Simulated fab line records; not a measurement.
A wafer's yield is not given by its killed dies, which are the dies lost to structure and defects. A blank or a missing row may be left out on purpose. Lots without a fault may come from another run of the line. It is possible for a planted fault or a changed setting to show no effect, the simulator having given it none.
Split-lot experiment + flow rit cmos + on a route of 202 steps: 5 lots, 23 wafers read

== ABOUT THE SPLIT ==
At RIT_PRETRO_IMPLANT_08, the setting energy kev was moved away from the recipe's 45 on 6 of the 23 wafers read, by +4.3% to +5.2%. The other wafers ran this setting at the recipe's value.

The reading comes from the split's own step.

== THE READING ==
In nm, at RIT_PRETRO_IMPLANT_08: implant.drp nm, which is the simulator's own figure and was read by no gauge. No usual value for it is given in the file.

| wafer  | tool, chamber at the split | energy kev as run | against the recipe | implant.drp nm, nm | against lot-mates on the recipe |
|--------|----------------------------|-------------------|--------------------|--------------------|---------------------------------|
| L074.1 | implanter-04, 0            | 47.32             | +5.2%              | 56.73              | +1.66                           |
| L074.3 | implanter-04, 0            | 47.32             | +5.2%              | 56.73              | +1.66                           |
| L074.6 | implanter-04, 0            | 47.32             | +5.2%              | 56.73              | +1.66                           |
| L074.4 | implanter-04, 0            | 45                | recipe             | 55.07              | -                               |
| L074.5 | implanter-04, 0            | 45                | recipe             | 55.07              | -                               |
| L077.1 | implanter-03, 0            | 46.92             | +4.3%              | 56.45              | +1.38                           |
| L077.2 | implanter-03, 0            | 46.92             | +4.3%              | 56.45              | +1.38                           |
| L077.4 | implanter-03, 0            | 46.92             | +4.3%              | 56.45              | +1.38                           |
| L077.3 | implanter-03, 0            | 45                | recipe             | 55.07              | -                               |
| L077.5 | implanter-03, 0            | 45                | recipe             | 55.07              | -                               |
| L078.2 | implanter-01, 0            | 45                | recipe             | 55.07              | -                               |
| L078.3 | implanter-01, 0            | 45                | recipe             | 55.07              | -                               |
| L078.6 | implanter-01, 0            | 45                | recipe             | 55.07              | -                               |
| L080.2 | implanter-04, 0            | 45                | recipe             | 55.07              | -                               |
| L080.3 | implanter-04, 0            | 45                | recipe             | 55.07              | -                               |
| L080.4 | implanter-04, 0            | 45                | recipe             | 55.07              | -                               |
| L080.5 | implanter-04, 0            | 45                | recipe             | 55.07              | -                               |
| L080.6 | implanter-04, 0            | 45                | recipe             | 55.07              | -                               |
| L084.2 | implanter-04, 0            | 45                | recipe             | 55.07              | -                               |
| L084.3 | implanter-04, 0            | 45                | recipe             | 55.07              | -                               |
| L084.4 | implanter-04, 0            | 45                | recipe             | 55.07              | -                               |
| L084.5 | implanter-04, 0            | 45                | recipe             | 55.07              | -                               |
| L084.6 | implanter-04, 0            | 45                | recipe             | 55.07              | -                               |

THE FIT
A straight line over all 23 wafers: implant.drp nm changes by +0.323 nm for each +1% of energy kev; r = +1.00; the points scatter about the line by 0.0018 nm.
The same after taking each lot's own level away (the mean of its wafers on the recipe; 23 wafers): +0.323 nm for each +1%; r = +1.00; scatter 0.0018 nm.
Per that fit: largest energy kev move, reading shift of 1.7 nm.
The lots' own levels span 55.070 to 55.070 nm.
The two slopes agree, so the slope changes little with the lot-to-lot level.
Check: +1.66 nm against its lot-mates is what the line predicts for one of the wafers moved furthest among these (+5.2%) when that wafer is left out of the fit. It came out at +1.66 nm against them.

== FURTHER SPLITS ON THESE WAFERS ==
Other splits were also applied to these wafers ahead of the reading. Each is held against what the fit with the lots' levels taken away leaves over:
| other split on the same wafers | wafers away from the commonest value | r with implant.drp nm (lot level and that fit taken away) |
|--------------------------------|--------------------------------------|-----------------------------------------------------------|
| RIT_ACTIVE_OXIDATION_01 temp c | 10                                   | +0.21                                                     |
| RIT_ACTIVE_COAT_06 spin rpm    | 6                                    | -0.51                                                     |
| RIT_PWELL_IMPLANT_08 dose cm2  | 6                                    | +0.30                                                     |
| RIT_NRETRO_IMPLANT_08 dose cm2 | 10                                   | +0.21                                                     |

== THE WHOLE CHAIN: every reading that the file lists as answering this split, in the file's order ==
| step                  | what it does | reading                                                         | change (the file's fit)               | r (the file's) |
|-----------------------|--------------|-----------------------------------------------------------------|---------------------------------------|----------------|
| RIT_PRETRO_IMPLANT_08 |              | implant.rp nm (the simulator's own value, which no gauge read)  | +1.38 nm for each +1% of the setting  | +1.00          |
| RIT_PRETRO_IMPLANT_08 |              | implant.drp nm (the simulator's own value, which no gauge read) | +0.321 nm for each +1% of the setting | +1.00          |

== THE FILE'S OWN FIT ==
implant.drp nm changes by +0.321 nm for each +1% of energy kev, r = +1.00.
